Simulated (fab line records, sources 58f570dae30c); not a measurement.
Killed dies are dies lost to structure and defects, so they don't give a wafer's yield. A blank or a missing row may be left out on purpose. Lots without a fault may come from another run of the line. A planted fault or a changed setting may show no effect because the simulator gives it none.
Which tool did it? | flow berkeley_cmos170 | 14 lots, 42 wafers sampled, at 3 steps of a route of 331

WHAT THE GAUGES READ, wafer by wafer
UCB170_V1_CD_MEAS_90: target cd 700 nm. Usual: cd_nm 700.6 nm, standard deviation 1.8.
lot  | measured     | on        | cd_nm (nm)        | flag
L480 | day 8 10:29  | cd_sem-01 | 699.5 699.3 699.3 |
L479 | day 8 12:26  | cd_sem-01 | 697.3 698.1 698.0 |
L481 | day 8 16:01  | cd_sem-01 | 700.8 700.2 698.3 |
L482 | day 9 07:01  | cd_sem-02 | 702.0 700.9 701.8 |
L488 | day 10 04:12 | cd_sem-02 | 700.7 711.1 704.4 |
L491 | day 10 09:01 | cd_sem-02 | 711.8 701.9 701.8 |
L492 | day 10 10:52 | cd_sem-02 | 701.0 699.3 698.9 |
L497 | day 11 14:38 | cd_sem-02 | 700.1 700.8 701.4 |
L498 | day 11 15:20 | cd_sem-02 | 699.8 698.2 699.6 |
L494 | day 11 15:27 | cd_sem-01 | 700.4 700.8 700.3 |
L499 | day 12 10:49 | cd_sem-01 | 698.8 699.0 698.3 |
L500 | day 12 12:33 | cd_sem-02 | 701.1 701.4 700.8 |
L501 | day 12 13:38 | cd_sem-02 | 701.3 702.6 699.9 |
L502 | day 13 03:50 | cd_sem-01 | 700.0 700.7 701.4 |

WHICH TOOL RAN EACH LOT (tool, then ch and the chambers of the sampled wafers, then the start)
lot  | UCB170_V1_ETCH_14                  | UCB170_V1_STRIP_15
L480 | rie_diel-03 ch 1,2,3, day 8 10:10  | plasma_asher-04 ch 0,1, day 8 10:22
L479 | rie_diel-02 ch 0,1,2, day 8 12:10  | plasma_asher-04 ch 0,1, day 8 12:20
L481 | rie_diel-02 ch 0,2,3, day 8 15:43  | plasma_asher-02 ch 0, day 8 15:53
L482 | rie_diel-03 ch 0,1,2, day 9 06:44  | plasma_asher-01 ch 0,1, day 9 06:55
L488 | rie_diel-03 ch 0,2,3, day 10 03:54 | plasma_asher-04 ch 0,1, day 10 04:05
L491 | rie_diel-03 ch 0,2, day 10 08:44   | plasma_asher-04 ch 0, day 10 08:54
L492 | rie_diel-01 ch 0,1, day 10 10:34   | plasma_asher-02 ch 0,1, day 10 10:45
L497 | rie_diel-02 ch 2,3, day 11 14:20   | plasma_asher-04 ch 0,1, day 11 14:32
L498 | rie_diel-02 ch 1,2,3, day 11 15:03 | plasma_asher-04 ch 0,1, day 11 15:14
L494 | rie_diel-01 ch 0,1,2, day 11 15:10 | plasma_asher-02 ch 0,1, day 11 15:21
L499 | rie_diel-02 ch 0,3, day 12 10:32   | plasma_asher-02 ch 0,1, day 12 10:43
L500 | rie_diel-02 ch 1,2, day 12 12:14   | plasma_asher-02 ch 0,1, day 12 12:26
L501 | rie_diel-01 ch 2,3, day 12 13:21   | plasma_asher-02 ch 0,1, day 12 13:32
L502 | rie_diel-02 ch 0,2,3, day 13 03:33 | plasma_asher-04 ch 0,1, day 13 03:44
- UCB170_V1_ETCH_14: etches SiO2 in CHF3/CF4/Ar, stops on Al, target depth 1250 nm, time 291 s.
- UCB170_V1_STRIP_15: strips in O2.

WHAT THE TOOLS THEMSELVES READ (means of the sampled wafers that have a number; where no wafer has one, the mark that the record gives instead)
UCB170_V1_ETCH_14. Usual: drypump_motor_current_A 5.7 A, standard deviation 0.32; oes_product_au 0.877 a.u., standard deviation 0.011; rf_fwd_power_W 698.2 W, standard deviation 2.2; throttle_valve_pct 6.96 %, standard deviation 0.14.
lot  | tool        | drypump_motor_current_A (A) | oes_product_au (a.u.) | rf_fwd_power_W (W) | throttle_valve_pct (%) | flag
L480 | rie_diel-03 | 5.9                         | 0.877                 | 697.6              | 6.92                   |
L479 | rie_diel-02 | 5.5                         | 0.874                 | 700.5              | 6.83                   |
L481 | rie_diel-02 | 5.4                         | 0.883                 | 698.8              | 6.97                   |
L482 | rie_diel-03 | 6.1                         | 0.873                 | 696.7              | 6.94                   |
L488 | rie_diel-03 | 6.1                         | 0.879                 | 790.9              | 6.97                   | OFF
L491 | rie_diel-03 | 6.3                         | 0.874                 | 789.9              | 6.85                   | OFF
L492 | rie_diel-01 | 6.0                         | 0.868                 | 696.2              | 7.00                   |
L497 | rie_diel-02 | 5.5                         | 0.885                 | 697.7              | 7.06                   |
L498 | rie_diel-02 | 5.6                         | 0.876                 | 699.2              | 6.92                   |
L494 | rie_diel-01 | 5.9                         | 0.869                 | 696.5              | 7.03                   |
L499 | rie_diel-02 | 5.3                         | 0.891                 | 698.2              | 7.07                   |
L500 | rie_diel-02 | 5.6                         | 0.866                 | 697.7              | 6.82                   |
L501 | rie_diel-01 | 5.6                         | 0.881                 | 698.7              | 6.98                   |
L502 | rie_diel-02 | 5.4                         | 0.886                 | 700.3              | 6.98                   |

UCB170_V1_STRIP_15. Usual: drypump_motor_current_A 5.6 A, standard deviation 0.36; oes_product_au 0.722 a.u., standard deviation 0.0043; strip_time_to_endpoint_s 15.33 s, standard deviation 0.14.
lot  | tool            | drypump_motor_current_A (A) | oes_product_au (a.u.) | strip_time_to_endpoint_s (s) | flag
L480 | plasma_asher-04 | 5.6                         | 0.719                 | 15.40                        |
L479 | plasma_asher-04 | 5.7                         | 0.721                 | 15.27                        |
L481 | plasma_asher-02 | 5.7                         | 0.723                 | 15.40                        |
L482 | plasma_asher-01 | 5.3                         | 0.724                 | 15.36                        |
L488 | plasma_asher-04 | 5.5                         | 0.720                 | 14.95                        |
L491 | plasma_asher-04 | 5.8                         | 0.722                 | 14.93                        |
L492 | plasma_asher-02 | 6.0                         | 0.723                 | 15.38                        |
L497 | plasma_asher-04 | 5.6                         | 0.721                 | 15.42                        |
L498 | plasma_asher-04 | 5.6                         | 0.719                 | 15.39                        |
L494 | plasma_asher-02 | 6.0                         | 0.724                 | 15.31                        |
L499 | plasma_asher-02 | 5.9                         | 0.722                 | 15.49                        |
L500 | plasma_asher-02 | 5.8                         | 0.723                 | 15.23                        |
L501 | plasma_asher-02 | 6.0                         | 0.722                 | 15.22                        |
L502 | plasma_asher-04 | 5.5                         | 0.718                 | 15.45                        |

THE ANSWER, worked out from the rows above alone
Rule: a lot is off if the mean of its wafers that have a number lies more than 3 standard deviations from the usual mean. A lot without any number at a reading at which 4 lots or more have one is off too. The other lots that the step has rows for count as sound. The gauges are gone through in route order, then the tools' own readings, and for those a lot's mean is taken as printed above. The first step at which some lot is off is used, and at that step the reading that is off furthest; a lot without a number counts as furthest.
Off: L488, L491, at UCB170_V1_ETCH_14 (rf_fwd_power_W).
A tool fits if, at that step or a process step before it, it ran every lot that is off, and no sound lot after the first of them. One fits: rie_diel-03 at UCB170_V1_ETCH_14. Its last sound lot is L482 (day 9 06:44), its first lot that is off L488 (day 10 03:54): a fault that began between those two fits.
The tool's own readings at UCB170_V1_ETCH_14 bear it out: on the lots that are off they differ by more than 5 times the standard deviation of the sound lots' means. rf_fwd_power_W reads 790.4 W there against 698.2 W on the sound lots.

WHAT THE SIMULATOR HAD PUT IN
Process parameter drift: rie_diel-03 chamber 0, from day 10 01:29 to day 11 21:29, at UCB170_V1_ETCH_14. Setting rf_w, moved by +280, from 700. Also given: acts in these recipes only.
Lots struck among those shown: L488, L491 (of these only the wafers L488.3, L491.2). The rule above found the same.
